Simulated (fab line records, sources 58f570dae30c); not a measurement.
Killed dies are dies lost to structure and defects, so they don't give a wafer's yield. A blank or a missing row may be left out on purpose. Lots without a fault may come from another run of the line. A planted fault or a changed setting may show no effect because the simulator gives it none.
fab line records | flow berkeley_cmos170
record lots=13 wafers=39 last_day=11
route steps=331 shown PLDD@151 NLDD@168 SPACER@171 PSD@181
lots that met no fault: from a run of the same line without faults
start_h: hours from the record's first day to the start of the lot's first wafer shown | wait_h: hours since the lot's step before | " the same as in the row above | L1.1+2: a row that stands for several wafers | - no value, or no start given | * or withheld: withheld | < > ~ a bound
route shown NAME@n: a module of which the file shows steps, and the number in the route of the first | usual: mean/standard deviation of fault-free wafers | same: alike in all rows | chamber/n: place in a boat | sites: the reading at each site | _std_site: their standard deviation | _edge_site: outer sites' mean less inner sites' | radius_mm: how far each site lies from the wafer's centre | mask NAME#n: copy n | behind: the tool/chamber that last shaped the wafer | hold: why the lot was held/for how many hours/how that ended | device: the transistor (n, p or np) that didn't switch | end of line: the same wafers' tests at the end of the route | a step without rows: its recipe alone | killed: dies lost to structure and defects at the first sort, not the wafer's yield | map: a wafer's dies, x killed, . not, _ none there
set.NAME: the setting as run; set.NAME@STEP: as run at that earlier step | model.NAME: the simulator's own value behind a step, which no gauge read
steps of the route over a sample of lots; a table a step, a row a wafer
services: from which hour (start_h, from the record's first day; less than 0 if before it) a tool's chamber was out of use, for how many hours, and why
## steps
# step UCB170_PLDD_CD_MEAS_06
# recipe target_cd_nm=1200
# usual cd_nm=1199.7/1.5
# columns lot.wafer tool chamber start_h wait_h cd_nm
L637.1 cd_sem-01 - 125.94 - 1203.5
L637.2 " - " " 1202.4
L637.3 " - " " 1202.9
L638.1 cd_sem-02 - 136.54 - 1198.7
L638.5 " - " " 1199.3
L638.6 " - " " 1197.8
L639.1 cd_sem-01 - 148.63 - 1200.6
L639.3 " - " " 1201.8
L639.6 " - " " 1201.9
L640.1 cd_sem-02 - 149.09 - 1199.0
L640.4 " - " " 1197.7
L640.5 " - " " 1198.6
L641.1 cd_sem-02 - 163.95 - 1199.7
L641.2 " - " " 1199.7
L641.3 " - " " 1200.5
L642.1 cd_sem-02 - 164.29 - 1196.8
L642.3 " - " " 1195.5
L642.4 " - " " 1197.6
L643.2 cd_sem-01 - 165.67 - 1199.7
L643.3 " - " " 1199.0
L643.5 " - " " 1198.6
L647.1 cd_sem-02 - 177.71 - 1202.0
L647.3 " - " " 1200.6
L647.4 " - " " 1200.2
L645.1 cd_sem-02 - 178.14 - 1200.2
L645.3 " - " " 1199.5
L645.5 " - " " 1200.8
L648.3 cd_sem-01 - 192.75 - 1199.3
L648.4 " - " " 1199.8
L648.6 " - " " 1199.4
L649.2 cd_sem-01 - 205.27 - 1201.0
L649.5 " - " " 1199.6
L649.6 " - " " 1199.5
L656.1 cd_sem-01 - 228.82 - 1200.1
L656.4 " - " " 1199.6
L656.5 " - " " 1200.4
L659.1 cd_sem-01 - 229.09 - 1200.7
L659.2 " - " " 1200.6
L659.4 " - " " 1199.3
# step UCB170_NLDD_STRIP_10
# recipe chemistry=O2 power_w=400 pressure_mtorr=3500 platen_temp_c=withheld o2_flow_sccm=400 overash_fraction=0.5
# usual drypump_motor_current_A=5.63/0.17 oes_product_au=0.735/0.0048 strip_time_to_endpoint_s=21.62/0.056
# columns lot.wafer tool chamber start_h wait_h drypump_motor_current_A oes_product_au rf_hours_counter_h strip_time_to_endpoint_s
L637.1 plasma_asher-01 1 128.19 0.1 5.49 0.733 1 21.54
L637.2 " 0 " " 5.44 0.748 1 21.58
L637.3 " 1 " " 5.49 0.740 - 21.50
L638.1 plasma_asher-02 0 139.01 0.1 5.89 0.740 42 21.71
L638.5 " 1 " " 5.52 0.731 - 21.65
L638.6 " 0 " " 5.87 0.737 - 21.60
L639.1 plasma_asher-02 1 151.26 0.1 5.53 0.737 43 21.64
L639.3 " 0 " " 5.89 0.729 - 21.56
L639.6 " 0 " " 5.86 0.727 - 21.63
L640.1 plasma_asher-03 1 151.57 0.1 5.68 0.725 37 21.69
L640.4 " 0 " " 5.49 0.740 - 21.62
L640.5 " 1 " " 5.69 0.737 - 21.66
L641.1 plasma_asher-01 0 166.46 0.1 5.42 0.726 5 21.62
L641.2 " 1 " " 5.50 0.737 5 21.72
L641.3 " 1 " " 5.50 0.736 - 21.71
L642.1 plasma_asher-02 0 166.66 0.1 5.87 0.736 45 21.54
L642.3 " 0 " " 5.90 0.726 - 21.59
L642.4 " 1 " " 5.54 0.733 - 21.55
L643.2 plasma_asher-02 1 168.08 0.1 5.55 0.733 45 21.56
L643.3 " 1 " " 5.56 0.735 - 21.65
L643.5 " 1 " " 5.59 0.732 - 21.57
L647.1 plasma_asher-02 0 180.46 0.1 5.87 0.730 46 21.62
L647.3 " 1 " " 5.57 0.730 - 21.60
L647.4 " 0 " " 5.86 0.733 - 21.57
L645.1 plasma_asher-02 0 181.31 0.2 5.88 0.733 46 21.66
L645.3 " 0 " " 5.92 0.742 - 21.59
L645.5 " 1 " " 5.54 0.735 - 21.69
L648.3 plasma_asher-03 1 195.86 0.1 5.68 0.738 - 21.64
L648.4 " 0 " " 5.47 0.744 - 21.66
L648.6 " 1 " " 5.69 0.737 - 21.60
L649.2 plasma_asher-02 0 207.40 0.1 5.89 0.735 49 21.61
L649.5 " 1 " " 5.53 0.729 - 21.68
L649.6 " 0 " " 5.87 0.736 - 21.66
L656.1 plasma_asher-03 0 231.76 0.1 5.48 0.731 47 21.64
L656.4 " 1 " " 5.71 0.737 - 21.63
L656.5 " 1 " " 5.69 0.738 - 21.61
L659.1 plasma_asher-02 0 231.92 0.1 5.89 0.744 52 21.65
L659.2 " 1 " " 5.56 0.736 52 21.65
L659.4 " 0 " " 5.88 0.740 - 21.64
# step UCB170_SPACER_CVD_00
# recipe material=SiO2 target_thk_nm=376 temp_c=390 precursor=TEOS/O2 time_s=47 rf_w=550 pressure_mtorr=9000
# usual heater_power_w=260/51 run_length_s=75.0/0.6
# columns lot.wafer tool chamber start_h wait_h heater_power_w run_length_s
L637.1 pecvd-03 1 128.54 0.0 163 76.0
L637.2 " 2 " " 196 74.5
L637.3 " 0 " " 229 74.8
L638.1 pecvd-03 1 139.35 0.0 158 75.8
L638.5 " 0 " " 295 74.1
L638.6 " 1 " " 182 76.7
L639.1 pecvd-03 1 151.70 0.0 176 75.6
L639.3 " 1 " " 189 76.8
L639.6 " 0 " " 276 74.1
L640.1 pecvd-02 2 151.91 0.0 268 75.5
L640.4 " 2 " " 289 75.3
L640.5 " 1 " " 243 74.5
L641.1 pecvd-02 2 166.91 0.0 288 74.9
L641.2 " 1 " " 261 75.2
L641.3 " 0 " " 266 74.4
L642.1 pecvd-03 0 167.26 0.0 235 74.2
L642.3 " 2 " " 248 74.7
L642.4 " 2 " " 261 74.9
L643.2 pecvd-02 2 168.41 0.0 277 74.9
L643.3 " 0 " " 302 75.0
L643.5 " 0 " " 217 74.6
L647.1 pecvd-04 2 180.83 0.0 350 75.8
L647.3 " 0 " " 378 75.5
L647.4 " 1 " " 206 75.9
L645.1 pecvd-02 2 181.65 0.0 311 75.7
L645.3 " 0 " " 266 74.5
L645.5 " 1 " " 287 74.9
L648.3 pecvd-04 2 196.21 0.0 320 74.9
L648.4 " 1 " " 290 75.3
L648.6 " 2 " " 336 74.8
L649.2 pecvd-03 1 208.56 0.0 213 75.6
L649.5 " 0 " " 285 74.8
L649.6 " 2 " " 208 104.1
L656.1 pecvd-02 0 232.21 0.0 306 74.5
L656.4 " 1 " " 228 74.8
L656.5 " 2 " " 326 75.0
L659.1 pecvd-04 0 232.40 0.0 323 75.1
L659.2 " 1 " " 265 75.1
L659.4 " 2 " " 328 74.9
# step UCB170_SPACER_THK_MEAS_01
# recipe reads=SiO2_of_SPACER_CVD_00
# usual SPACER_TEOS_THK=377/5.2
# columns lot.wafer tool chamber start_h wait_h SPACER_TEOS_THK[nm]
L637.1 film_metro-02 - 128.58 0.0 376
L637.2 " - " " 376
L637.3 " - " " 370
L638.1 film_metro-03 - 139.39 0.0 375
L638.5 " - " " 379
L638.6 " - " " 382
L639.1 film_metro-01 - 151.77 0.0 371
L639.3 " - " " 378
L639.6 " - " " 373
L640.1 film_metro-01 - 151.95 0.0 376
L640.4 " - " " 388
L640.5 " - " " 380
L641.1 film_metro-02 - 166.95 0.0 376
L641.2 " - " " 369
L641.3 " - " " 373
L642.1 film_metro-02 - 167.30 0.0 378
L642.3 " - " " 374
L642.4 " - " " 379
L643.2 film_metro-03 - 168.47 0.0 379
L643.3 " - " " 374
L643.5 " - " " 382
L647.1 film_metro-01 - 180.87 0.0 378
L647.3 " - " " 380
L647.4 " - " " 382
L645.1 film_metro-03 - 181.69 0.0 378
L645.3 " - " " 376
L645.5 " - " " 383
L648.3 film_metro-03 - 196.28 0.0 376
L648.4 " - " " 381
L648.6 " - " " 380
L649.2 film_metro-03 - 208.62 0.0 367
L649.5 " - " " 372
L649.6 " - " " 612
L656.1 film_metro-03 - 232.25 0.0 375
L656.4 " - " " 376
L656.5 " - " " 382
L659.1 film_metro-02 - 232.44 0.0 368
L659.2 " - " " 382
L659.4 " - " " 382
# step UCB170_SPACER_ETCHBACK_03
# recipe stop_on=Si target=SiO2 chemistry=CHF3/CF4/Ar CHF3_flow_sccm=50 cf4_flow_sccm=10 Ar_flow_sccm=120 pressure_mtorr=200 rf_w=500 target_depth_a=3760 time_s=100
# usual drypump_motor_current_A=5.8/0.45 oes_product_au=0.901/0.017 throttle_valve_pct=6.48/0.11
# columns lot.wafer tool chamber start_h wait_h drypump_motor_current_A oes_product_au rf_hours_counter_h throttle_valve_pct
L637.1 rie_diel-01 0 133.82 0.0 6.3 0.907 88 6.46
L637.2 " 2 " " 5.8 0.918 139 6.47
L637.3 " 1 " " 5.0 0.880 133 6.62
L638.1 rie_diel-01 2 145.00 0.0 5.7 0.902 139 6.48
L638.5 " 0 " " 6.3 0.912 - 6.47
L638.6 " 3 " " 5.7 0.902 - 6.39
L639.1 rie_diel-04 1 156.27 0.0 6.4 0.880 19 6.53
L639.3 " 3 " " 5.3 0.906 13 6.30
L639.6 " 3 " " 5.3 0.900 - 6.31
L640.1 rie_diel-03 0 156.27 0.0 6.5 0.879 154 6.29
L640.4 " 3 " " 5.6 0.934 2 6.54
L640.5 " 2 " " 5.8 0.884 - 6.63
L641.1 rie_diel-01 3 170.41 0.0 5.6 0.884 13 6.38
L641.2 " 0 " " 6.3 0.892 89 6.49
L641.3 " 1 " " 5.0 0.887 135 6.63
L642.1 rie_diel-04 0 170.41 0.0 6.0 0.889 17 6.52
L642.3 " 1 " " 6.3 0.888 20 6.53
L642.4 " 3 " " 5.3 0.909 14 6.30
L643.2 rie_diel-03 2 170.41 0.0 5.8 0.885 13 6.64
L643.3 " 1 " " 5.3 0.924 14 6.45
L643.5 " 2 " " 5.8 0.894 - 6.64
L647.1 rie_diel-04 3 183.03 0.0 5.3 0.915 15 6.30
L647.3 " 2 " " 6.2 0.917 142 6.49
L647.4 " 0 " " 6.0 0.884 - 6.54
L645.1 rie_diel-04 2 185.78 0.0 6.3 0.916 142 6.50
L645.3 " 3 " " 5.3 0.902 15 6.28
L645.5 " 3 " " 5.3 0.911 - 6.30
L648.3 rie_diel-04 2 201.80 0.0 6.3 0.913 143 6.50
L648.4 " 3 " " 5.3 0.910 16 6.32
L648.6 " 2 " " 6.3 0.914 - 6.48
L649.2 rie_diel-04 1 211.50 0.0 6.4 0.872 21 6.51
L649.5 " 1 " " 6.4 0.884 - 6.53
L649.6 " 0 " " 5.9 0.978 - 6.55
L656.1 rie_diel-04 0 234.72 0.0 5.9 0.875 20 6.54
L656.4 " 3 " " 5.3 0.900 - 6.31
L656.5 " 1 " " 6.4 0.900 - 6.52
L659.1 rie_diel-01 1 234.72 0.0 5.0 0.877 137 6.63
L659.2 " 0 " " 6.3 0.914 92 6.46
L659.4 " 3 " " 5.6 0.901 - 6.40
# step UCB170_PSD_CD_MEAS_06
# recipe target_cd_nm=1200
# usual cd_nm=1199.8/1.3
# columns lot.wafer tool chamber start_h wait_h cd_nm
L637.1 cd_sem-01 - 135.61 - 1197.8
L637.2 " - " " 1199.2
L637.3 " - " " 1196.8
L638.1 cd_sem-02 - 146.04 - 1202.1
L638.5 " - " " 1201.8
L638.6 " - " " 1200.1
L639.1 cd_sem-01 - 157.18 - 1201.2
L639.3 " - " " 1201.3
L639.6 " - " " 1199.9
L640.1 cd_sem-01 - 157.43 - 1199.1
L640.4 " - " " 1199.6
L640.5 " - " " 1200.0
L641.1 cd_sem-01 - 171.77 - 1202.2
L641.2 " - " " 1201.3
L641.3 " - " " 1200.6
L642.1 cd_sem-02 - 171.82 - 1199.4
L642.3 " - " " 1200.2
L642.4 " - " " 1199.9
L643.2 cd_sem-01 - 171.91 - 1199.7
L643.3 " - " " 1201.7
L643.5 " - " " 1200.2
L647.1 cd_sem-01 - 184.92 - 1201.3
L647.3 " - " " 1200.1
L647.4 " - " " 1199.7
L645.1 cd_sem-02 - 186.77 - 1200.4
L645.3 " - " " 1201.3
L645.5 " - " " 1201.6
L648.3 cd_sem-01 - 202.88 - 1199.8
L648.4 " - " " 1200.6
L648.6 " - " " 1200.6
L649.2 cd_sem-01 - 213.79 - 1198.9
L649.5 " - " " 1198.3
L656.1 cd_sem-01 - 236.42 - 1199.2
L656.4 " - " " 1198.2
L656.5 " - " " 1198.7
L659.1 cd_sem-02 - 236.81 - 1199.3
L659.2 " - " " 1199.1
L659.4 " - " " 1201.2
## services
# columns tool chamber start_h hours kind
plasma_asher-03 - 104.85 0.5 repair
plasma_asher-01 - 108.75 9.0 pm
plasma_asher-01 0 108.75 9.0 vent_cycle
plasma_asher-01 1 108.75 9.0 vent_cycle
rie_diel-01 3 113.18 8.3 repair
plasma_asher-01 0 117.75 - clean
plasma_asher-01 1 117.75 - clean
rie_diel-03 - 121.18 2.8 pm
rie_diel-03 2 131.15 10.1 repair
pecvd-03 2 145.37 10.6 repair
rie_diel-01 0 156.01 6.6 repair
rie_diel-01 3 162.95 6.2 repair
pecvd-04 - 165.38 6.0 pm
rie_diel-04 1 179.49 4.3 repair
pecvd-04 0 192.78 14.2 repair
plasma_asher-02 - 197.89 0.8 repair
rie_diel-01 2 199.48 - clean
rie_diel-01 2 199.48 15.7 scheduled_down
rie_diel-01 2 199.48 15.7 vent_cycle
pecvd-03 - 199.85 1.8 repair
rie_diel-04 2 232.41 - clean
rie_diel-04 2 232.41 16.2 scheduled_down
rie_diel-04 2 232.41 16.2 vent_cycle
rie_diel-01 2 232.74 5.2 repair
## key
first_sign step=UCB170_SPACER_CVD_00 reading=run_length_s direction=up sigmas=48 usual=* struck=*
effect step=UCB170_SPACER_THK_MEAS_01 reading=SPACER_TEOS_THK direction=up sigmas=45 usual=377 struck=612
effect step=UCB170_SPACER_ETCHBACK_03 reading=oes_product_au direction=up sigmas=4.5 usual=0.901 struck=0.978
met_at UCB170_SPACER_CVD_00
struck_lots L649
struck_wafers L649.6
later_rows_left_out L649.6
sort_left_out L649.6
tester_left_out L649
not_acting_at UCB170_PLDD_CD_MEAS_06,UCB170_NLDD_STRIP_10,UCB170_PSD_CD_MEAS_06
onset_between 167.26 208.56
fault kind=process_parameter_drift tool=pecvd-03 chamber=2 onset_h=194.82 steps=UCB170_SPACER_CVD_00 channel=time_s offset=* shape=step end_h=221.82 acts_in=* stated=*
# tester_left_out: of these lots the tester's yield and bins aren't shown, on N5 and GAA mostly nor the transistor test; their killed dies are dies lost to structure and defects alone, not to doping, threshold or leakage, so they don't give the yield
# sort_left_out: the simulated sort isn't trusted on such a fault, so these wafers' sort isn't shown, and their yield isn't known
# later_rows_left_out: the simulator's readings of these wafers behind a module that went badly wrong aren't trusted and aren't shown, but for the sort
